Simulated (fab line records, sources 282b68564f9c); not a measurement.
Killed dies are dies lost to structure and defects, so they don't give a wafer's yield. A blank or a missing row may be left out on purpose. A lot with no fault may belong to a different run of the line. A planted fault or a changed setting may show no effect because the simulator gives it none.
Struck lot and sound lot, side by side	flow rit-cmos	15 steps out of a route of 202
Sound: the wafers L599.2, L599.3, L599.6. Struck: wafers L608.2, L608.4, L608.5. The cause comes at the end.
At each step with rows: each side's tool, then ch and its chambers, then its first start. Under that, the readings that differ: sound wafers	struck wafers	difference of the means	sigmas: that difference in standard deviations of wafers without a fault.
alike: readings with means less than 2 such deviations apart, plus words and numbers identical on both sides. not compared: withheld readings, readings lacking a value on some wafer, bounds such as >300 that could conceal the same value, and numbers that have no deviation in the record and whose values overlap.
The two part at a step that has a row with sigmas, a row that says differs or no value, or rows on one side only. Numbers that don't overlap but have no deviation are shown without sigmas and don't part them. Lack of a reading on every wafer of one side parts them only where that side has two or more wafers.

RIT_GATE_THK_MEAS_07:
  struck on film-metro-03, day 5 00:07; sound on film-metro-03, day 3 01:18
  alike: GATE_OXIDE_THK
then, 1 step without rows for these wafers: RIT_GATE_CVD_08 (deposits poly-Si from SiH4, target thk 250 nm, time 2220 s).
RIT_GATE_THK_MEAS_09:
  struck on film-metro-01, day 5 01:47; sound on film-metro-03, day 3 02:58
  alike: GATE_POLY_THK
then, 6 steps without rows for these wafers: RIT_GATE_HMDS_10 (prime time 60 s); RIT_GATE_COAT_11 (resist thk 850 nm); RIT_GATE_SOFTBAKE_12 (time 60 s); RIT_GATE_EXPOSE_13 (exposes mask M6, target cd 150 nm); RIT_GATE_PEB_14; RIT_GATE_DEVELOP_15 (develop time 50 s).
RIT_GATE_CD_MEAS_16 targets a cd of 150 nm.
  struck on cd-sem-02, day 5 02:56; sound on cd-sem-02, day 3 04:16
  alike: cd-nm
RIT_GATE_OVL_MEAS_17:
  struck on overlay-01, day 5 03:03; sound on overlay-02, day 3 04:22
  alike: GATE_OVL
then, 1 step without rows for these wafers: RIT_GATE_HARDBAKE_18 (time 60 s).
RIT_GATE_ETCH_19: etches poly-Si in SF6/CHF3/O2, stops on SiO2, time 165 s, target depth 312.5 nm.
  sound on rie-si-02 ch 1,2,3, day 3 04:32; struck on rie-si-01 ch 0,2, day 5 03:14
reading	sound	struck	difference	sigmas
oes-product-au (a.u.)	0.852 0.849 0.840	0.932 0.943 0.937	+0.090	+8
model.NOVOLAK_of_GATE_COAT_11.thk-nm (nm)	667.4 670.5 671.8	675.3 677.1 677.7	+6.8	
  alike: drypump-motor-current-A, throttle-valve-pct
  not compared: rf-hours-counter-h
RIT_GATE_STRIP_20: strips in O2, time 180 s.
  sound on plasma-asher-01 ch 0,1, day 3 04:39; struck on plasma-asher-01 ch 1, day 5 03:20
  alike: drypump-motor-current-A
  not compared: rf-hours-counter-h
RIT_M1_PROBE_99:
  struck on prober-01, day 5 23:27; sound on prober-01, day 4 01:04
reading	sound	struck	difference	sigmas
model.etest.poly-comb-over-steps.leak-log10-a-um	-12.62 -12.64 -12.26	-9.604 -6.959 -6.537	+4.807	
  alike: killed-at-contacts, killed-at-front-end, killed-dies, killed-on-rim, killed-open, killed-short

WHERE THEY PART
Only at RIT_GATE_ETCH_19, within this record. Later steps at which nothing parts them and some readings are alike: RIT_GATE_STRIP_20, RIT_M1_PROBE_99.

WHY: what had been put in by the simulator
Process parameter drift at RIT_GATE_ETCH_19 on rie-si-01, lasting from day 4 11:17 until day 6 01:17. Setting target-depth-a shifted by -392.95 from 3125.
